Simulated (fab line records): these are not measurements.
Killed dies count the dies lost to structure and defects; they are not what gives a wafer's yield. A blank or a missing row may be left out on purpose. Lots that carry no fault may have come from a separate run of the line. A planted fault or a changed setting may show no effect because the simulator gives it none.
A lot that was struck, set against a sound lot :: flow rit_cmos :: 18 steps out of a route of 202
Sound: these wafers, L472.1, L472.4, L472.6. Wafers L478.2, L478.3, L478.5 were the ones struck. The cause is named last.
Order at every step that has rows: each side's tool, ch and its chambers, its first start. Under that, the readings that differ: sound wafers :: struck wafers :: difference of the means :: sigmas: that difference in standard deviations of wafers without a fault.
alike: readings whose means differ by less than 2 such deviations, and words and numbers that are the same on both sides. not compared: withheld readings, readings that some wafer has no value for, bounds like >300 that may hide the same value, and numbers for which the record gives no deviation and whose values overlap.
The two part at a step that has a row with sigmas, a row that says differs or no value, or rows on one side only. Numbers that don't overlap but have no deviation are shown without sigmas and don't part them. A reading missing from all wafers of one side parts the sides only when that side holds two or more wafers.

first, 1 step without rows for these wafers: RIT_GATE_HARDBAKE_18 (time 60 s).
RIT_GATE_ETCH_19: etches poly-Si in SF6/CHF3/O2, stops on SiO2, time 165 s, target depth 312.5 nm.
  sound on rie_si-02 ch 1,2, day 2 18:35; struck on rie_si-02 ch 2,3, day 3 19:16
  alike: O2_flow_sccm, drypump_motor_current_A, oes_product_au, throttle_valve_pct
  not compared: rf_hours_counter_h
RIT_GATE_STRIP_20: strips in O2, time 180 s.
  sound on plasma_asher-01 ch 0,1, day 2 18:41; struck on plasma_asher-01 ch 0,1, day 3 19:23
  alike: drypump_motor_current_A, o2_flow_sccm
  not compared: rf_hours_counter_h
RIT_GATE_CD_MEAS_90: target cd 150 nm.
  struck on cd_sem-01, day 3 19:34; sound on cd_sem-01, day 2 18:52
  alike: cd_nm
then, 4 steps without rows for these wafers: RIT_REOX_CLEAN_00 (cleans in SC1, time 600 s); RIT_REOX_CLEAN_01 (cleans in dHF, time 30 s); RIT_REOX_CLEAN_02 (cleans in SC2, time 600 s); RIT_REOX_OXIDATION_03 (target thk 25.2 nm, ox time 5580 s).
RIT_REOX_THK_MEAS_04:
  struck on film_metro-02, day 3 22:38; sound on film_metro-02, day 2 21:55
  alike: REOX_OXIDE_THK
then, 3 steps without rows for these wafers: RIT_NLDD_HMDS_00 (prime time 60 s); RIT_NLDD_COAT_01 (resist thk 1000 nm); RIT_NLDD_SOFTBAKE_02 (time 60 s).
RIT_NLDD_EXPOSE_03: exposes mask M7, target cd 40700 nm.
  sound on iline_stepper-01 ch 0, day 2 22:34; struck on iline_stepper-01 ch 0, day 3 23:09
reading: model.NLDD.overlay_x_nm (nm)
sound: 1.23 1.23 1.23
struck: -298.5 -298.5 -298.5
difference: -299.7
sigmas: 
  alike: mask
then, 2 steps without rows for these wafers: RIT_NLDD_PEB_04; RIT_NLDD_DEVELOP_05 (develop time 50 s).
RIT_NLDD_OVL_MEAS_06:
  struck on overlay-02, day 3 23:32; sound on overlay-02, day 2 22:58
reading: NLDD_OVL (nm)
sound: 0.5 -0.4 1.4
struck: -297.9 -297.9 -298.3
difference: -298.5
sigmas: -99 or more
then, 1 step without rows for these wafers: RIT_NLDD_HARDBAKE_07 (time 60 s).
RIT_M1_PROBE_99:
  struck on prober-01, day 4 14:41; sound on prober-01, day 3 15:40
reading: model.etest.nldd.width_nm (nm)
sound: 3172 3195 3194
struck: 2957 2924 2959
difference: -240
sigmas: 

reading: model.etest.nldd.line_ohm_um
sound: 117.2 118.7 121.2
struck: 132 131.4 128.9
difference: +12
sigmas: 
  alike: killed_at_M0_to_M3, killed_at_contacts, killed_at_front_end, killed_dies, killed_open, killed_short

## WHERE THEY PART
Within this record, at RIT_NLDD_OVL_MEAS_06 only. Later steps at which nothing parts them and some readings are alike: RIT_M1_PROBE_99.

WHY: whatever the simulator had introduced
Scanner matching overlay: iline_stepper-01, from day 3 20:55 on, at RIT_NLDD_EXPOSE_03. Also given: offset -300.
